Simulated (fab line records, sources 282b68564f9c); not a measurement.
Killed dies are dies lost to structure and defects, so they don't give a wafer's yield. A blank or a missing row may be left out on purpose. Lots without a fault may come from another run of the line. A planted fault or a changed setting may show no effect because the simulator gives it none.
Tool commonality check | flow rit_cmos | 14 lots, 42 wafers sampled

WHY IT WAS OPENED
At RIT_ACTIVE_THK_MEAS_04 the reading ACTIVE_NITRIDE_THK is flagged on 2 of 14 lots. Wafers without a fault read 149.9 nm, standard deviation 1.5.
Rule: a lot is flagged when every wafer of it that has a number lies more than 4 standard deviations from that mean, or none has a number. The other lots count as sound.

lot  | measured    | on            | ACTIVE_NITRIDE_THK (nm), wafer by wafer | flag
L414 | day 1 13:44 | film_metro-03 | 150.2 149.3 149.3                       |
L415 | day 1 18:42 | film_metro-01 | 150.2 150.5 149.1                       |
L416 | day 1 23:33 | film_metro-01 | 151.7 152.8 153.7                       |
L417 | day 2 04:32 | film_metro-01 | 148.1 148.7 148.8                       |
L418 | day 2 09:32 | film_metro-03 | 151.5 150.8 150.5                       |
L419 | day 2 16:39 | film_metro-01 | 151.0 149.4 149.7                       |
L421 | day 3 02:16 | film_metro-01 | 40.4 41.3 41.0                          | FLAGGED
L424 | day 3 16:50 | film_metro-02 | 39.0 39.3 39.0                          | FLAGGED
L429 | day 4 18:02 | film_metro-01 | 150.8 150.5 150.6                       |
L430 | day 4 23:37 | film_metro-03 | 151.1 152.1 150.8                       |
L431 | day 5 04:02 | film_metro-03 | 149.7 148.9 149.3                       |
L435 | day 5 23:25 | film_metro-03 | 148.2 147.5 147.8                       |
L436 | day 6 04:34 | film_metro-01 | 149.5 150.5 151.6                       |
L437 | day 6 09:49 | film_metro-03 | 147.6 147.6 147.9                       |
The numbers of the flagged lots are 40.0 nm on average: -109.9 nm against the usual, or -73 standard deviations.

WHICH TOOL RAN EACH LOT
The record holds 1 process step before the reading, out of a route of 202 steps. In each cell: the tool, then ch and the chambers that the sampled wafers went through, then the start.
lot  | flag    | RIT_ACTIVE_CVD_03
L414 |         | lpcvd-01 ch 0, day 1 12:17
L415 |         | lpcvd-01 ch 0, day 1 17:16
L416 |         | lpcvd-01 ch 1, day 1 22:07
L417 |         | lpcvd-01 ch 1, day 2 03:07
L418 |         | lpcvd-02 ch 1, day 2 08:07
L419 |         | lpcvd-01 ch 0, day 2 14:31
L421 | FLAGGED | lpcvd-01 ch 1, day 3 00:50
L424 | FLAGGED | lpcvd-01 ch 1, day 3 15:24
L429 |         | lpcvd-02 ch 0, day 4 15:55
L430 |         | lpcvd-02 ch 0, day 4 21:28
L431 |         | lpcvd-02 ch 1, day 5 01:54
L435 |         | lpcvd-01 ch 0, day 5 21:59
L436 |         | lpcvd-02 ch 1, day 6 02:26
L437 |         | lpcvd-01 ch 0, day 6 07:41
What these steps do:
- RIT_ACTIVE_CVD_03: deposits Si3N4 from SiH2Cl2/NH3, target thk 150 nm, time 1500 s.
- RIT_ACTIVE_THK_MEAS_04

FLAGGED OVER TOTAL, TOOL BY TOOL (the gauges that took the reading come last)
step                   | tool          | lots run | flagged | share of the flagged lots | sound lots run after its first flagged lot
RIT_ACTIVE_CVD_03      | lpcvd-01      | 9        | 2       | all                       | 2 (L435,L437)
RIT_ACTIVE_CVD_03      | lpcvd-02      | 5        | 0       | none                      | -
RIT_ACTIVE_THK_MEAS_04 | film_metro-01 | 7        | 1       | some                      | 2 (L429,L436)
RIT_ACTIVE_THK_MEAS_04 | film_metro-02 | 1        | 1       | some                      | 0
RIT_ACTIVE_THK_MEAS_04 | film_metro-03 | 6        | 0       | none                      | -

WHAT THE TABLE ALLOWS
1 row of the table ran every flagged lot: lpcvd-01 at RIT_ACTIVE_CVD_03.
- lpcvd-01 at RIT_ACTIVE_CVD_03: 2 of its 9 lots flagged. Sound lots ran on it after the first flagged one (L435, L437), which a lasting fault on the whole tool wouldn't allow.
No row of the table ran every flagged lot and no sound lot after the first.

WHAT THE SIMULATOR HAD PUT IN
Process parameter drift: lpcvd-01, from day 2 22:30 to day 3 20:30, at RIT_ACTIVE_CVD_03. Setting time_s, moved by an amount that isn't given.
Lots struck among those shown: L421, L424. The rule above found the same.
